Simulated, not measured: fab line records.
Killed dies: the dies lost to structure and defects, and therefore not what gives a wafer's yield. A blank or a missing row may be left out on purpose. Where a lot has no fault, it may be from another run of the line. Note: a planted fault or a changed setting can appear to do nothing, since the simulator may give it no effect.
Split-lot trial    flow berkeley_cmos170    23 wafers read across 5 lots, on a route 331 steps long

== ON THE SPLIT ==
At UCB170_ACTIVE_CVD_05 (deposits Si3N4 from SiH2Cl2/NH3, target thk 220 nm, time 3300 s), the setting temp_c was moved away from the recipe's 800 C on 20 of the 23 wafers read, by -1.8% to +2.5%. The other wafers ran this setting at the recipe's value.

There is no step in the file separating the split from the reading.

== THE READING ==
At UCB170_ACTIVE_THK_MEAS_06: ACTIVE_NITRIDE_THK, given in nm. A value of 220.8 nm with a standard deviation of 1.9 nm is what fault-free wafers of this fab line usually give.

wafer   tool, chamber at the split  temp_c as run, C  against the recipe  ACTIVE_NITRIDE_THK, nm  against lot-mates on the recipe
L075.1  -, -                        811.3             +1.4%               268.0                   no lot-mate on the recipe
L075.2  -, -                        811.3             +1.4%               270.0                   no lot-mate on the recipe
L075.3  -, -                        811.3             +1.4%               267.9                   no lot-mate on the recipe
L075.4  -, -                        811.3             +1.4%               269.2                   no lot-mate on the recipe
L075.6  -, -                        811.3             +1.4%               269.3                   no lot-mate on the recipe
L076.2  lpcvd-02, 1                 800               recipe              220.2                   -
L076.3  lpcvd-02, 1                 800               recipe              222.5                   -
L076.5  lpcvd-02, 1                 800               recipe              221.3                   -
L082.1  -, -                        785.2             -1.8%               167.7                   no lot-mate on the recipe
L082.2  -, -                        785.2             -1.8%               166.8                   no lot-mate on the recipe
L082.4  -, -                        785.2             -1.8%               169.5                   no lot-mate on the recipe
L082.5  -, -                        785.2             -1.8%               168.0                   no lot-mate on the recipe
L082.6  -, -                        785.2             -1.8%               168.4                   no lot-mate on the recipe
L081.1  -, -                        819.8             +2.5%               315.2                   no lot-mate on the recipe
L081.2  -, -                        819.8             +2.5%               315.8                   no lot-mate on the recipe
L081.3  -, -                        819.8             +2.5%               312.9                   no lot-mate on the recipe
L081.5  -, -                        819.8             +2.5%               315.0                   no lot-mate on the recipe
L081.6  -, -                        819.8             +2.5%               315.6                   no lot-mate on the recipe
L085.1  -, -                        810.4             +1.3%               266.0                   no lot-mate on the recipe
L085.2  -, -                        810.4             +1.3%               264.9                   no lot-mate on the recipe
L085.3  -, -                        810.4             +1.3%               265.5                   no lot-mate on the recipe
L085.4  -, -                        810.4             +1.3%               263.3                   no lot-mate on the recipe
L085.6  -, -                        810.4             +1.3%               265.8                   no lot-mate on the recipe

FIT RESULTS
A straight line over all 23 wafers: ACTIVE_NITRIDE_THK changes by +33.2 nm for each +1% of temp_c; r = +1.00; the points scatter about the line by 5 nm.
Too few moved wafers with a lot-mate on the recipe to fit a line net of each lot's own level.

== THE WHOLE CHAIN: every reading that the file lists as answering this split, in the file's order ==
step                       what it does                                                                reading                                                                         change (the file's fit)               r (the file's)
UCB170_ACTIVE_CVD_05       deposits Si3N4 from SiH2Cl2/NH3, target thk 220 nm, time 3300 s             Si3N4_of_ACTIVE_CVD_05.thk_nm (the simulator's own value, which no gauge read)  +33.2 nm for each +1% of the setting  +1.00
UCB170_ACTIVE_THK_MEAS_06                                                                              ACTIVE_NITRIDE_THK                                                              +33.2 for each +1% of the setting     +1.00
UCB170_ACTIVE_ETCH_15      etches Si3N4 in CH3F/Ar/O2, stops on SiO2, target depth 242 nm, time 151 s  etch.depth_nm (the simulator's own value, which no gauge read)                  +19 nm for each +1% of the setting    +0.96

== THE FILE'S OWN FIT ==
ACTIVE_NITRIDE_THK changes by +33.2 nm for each +1% of temp_c, r = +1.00.
